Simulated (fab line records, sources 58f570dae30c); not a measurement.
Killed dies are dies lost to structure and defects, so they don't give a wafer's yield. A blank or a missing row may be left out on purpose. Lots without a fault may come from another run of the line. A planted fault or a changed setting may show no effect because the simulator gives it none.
One fault seen from 2 desks | flow berkeley_cmos170 | each desk has only its own numbers; what lay behind them comes last

THE METROLOGY DESK
What the gauges read, lot by lot, whatever tool the lot ran on: means of the sampled wafers that have a number. A lot is out of limits, marked OUT, if its mean lies more than 4 standard deviations from the usual mean; the brackets give that distance.
Columns: A = NWELL_OXIDE_THK at UCB170_NWELL_THK_MEAS_02, usual 27.0 nm; B = WELLDRIVE_OXIDE_THK at UCB170_WELLDRIVE_THK_MEAS_02, usual 198 nm; C = FIELD_OXIDE_LEFT_2_THK at UCB170_FIELD_THK_MEAS_91, usual 352 nm
lot  | first seen here | A    | B   | C
L551 | day 2 18:49     | 27.3 | 197 | 356
L553 | day 3 01:16     | 27.4 | 196 | 341
L554 | day 3 04:26     | 26.5 | 197 | 328
L555 | day 3 08:47     | 27.0 | 196 | 350
L556 | day 3 15:13     | 26.7 | 199 | 361
L557 | day 3 20:03     | 27.1 | 195 | 337
L558 | day 4 04:23     | 28.0 | 200 | 403 (+4.7) OUT
L559 | day 4 04:23     | 27.9 | 198 | 391
L560 | day 4 12:14     | 27.5 | 199 | 352
L568 | day 6 07:32     | 27.1 | 199 | 356
L569 | day 6 07:32     | 26.9 | 196 | 353
L570 | day 6 21:01     | 26.7 | 196 | 358
L571 | day 6 21:03     | 26.8 | 200 | 349
L572 | day 7 08:42     | 27.7 | 198 | 331
This desk's finding: out of limits on L558; first on L558, day 9 00:47 (FIELD_OXIDE_LEFT_2_THK at UCB170_FIELD_THK_MEAS_91). In limits: L551, L553, L554, L555, L556, L557, L559, L560, L568, L569, L570, L571, L572.

THE TOOL OWNER'S DESK: wet_bench-01
The tool's own readings at UCB170_GATE_WET_ETCH_00 (etches SiO2 in dHF, time 200 s): means of the sampled wafers that have a number, for each lot that ran on this tool. A lot is out of limits, marked OUT, if its mean lies more than 4 standard deviations from the usual mean; the brackets give that distance.
Columns: A = bath_heat_duty_pct at UCB170_GATE_WET_ETCH_00, usual 5.9 %; B = run_length_s at UCB170_GATE_WET_ETCH_00, usual 227.1 s
lot  | first seen here | A   | B
L551 | day 7 16:34     | 4.6 | 227.9
L554 | day 7 16:34     | 6.1 | 228.2
L553 | day 7 16:37     | 5.8 | 227.1
L555 | day 8 03:56     | 5.9 | 226.8
L556 | day 8 04:01     | 5.6 | 227.1
L557 | day 8 14:52     | 5.2 | 226.6
L568 | day 11 04:37    | 8.2 | 227.6
L569 | day 11 04:37    | 5.0 | 228.1
L570 | day 11 11:49    | 4.8 | 227.2
L571 | day 11 11:57    | 6.1 | 227.6
L572 | day 12 00:42    | 6.3 | 226.6
This desk's finding: nothing out of limits on any of the 11 lots.

PUT TOGETHER
The metrology desk could have raised an alarm at day 9 00:47, on L558.
The tool owner's desk saw nothing out of limits.
The tool owner's desk has no number on record for L558.
Of the lots named, all ran UCB170_GATE_WET_ETCH_00 on wet_bench-01.

WHAT THE SIMULATOR HAD PUT IN
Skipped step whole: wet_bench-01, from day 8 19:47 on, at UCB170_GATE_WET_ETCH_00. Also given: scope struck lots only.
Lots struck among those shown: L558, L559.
Hours from the fault's start to each desk's first reading out of limits: the metrology desk, 5.
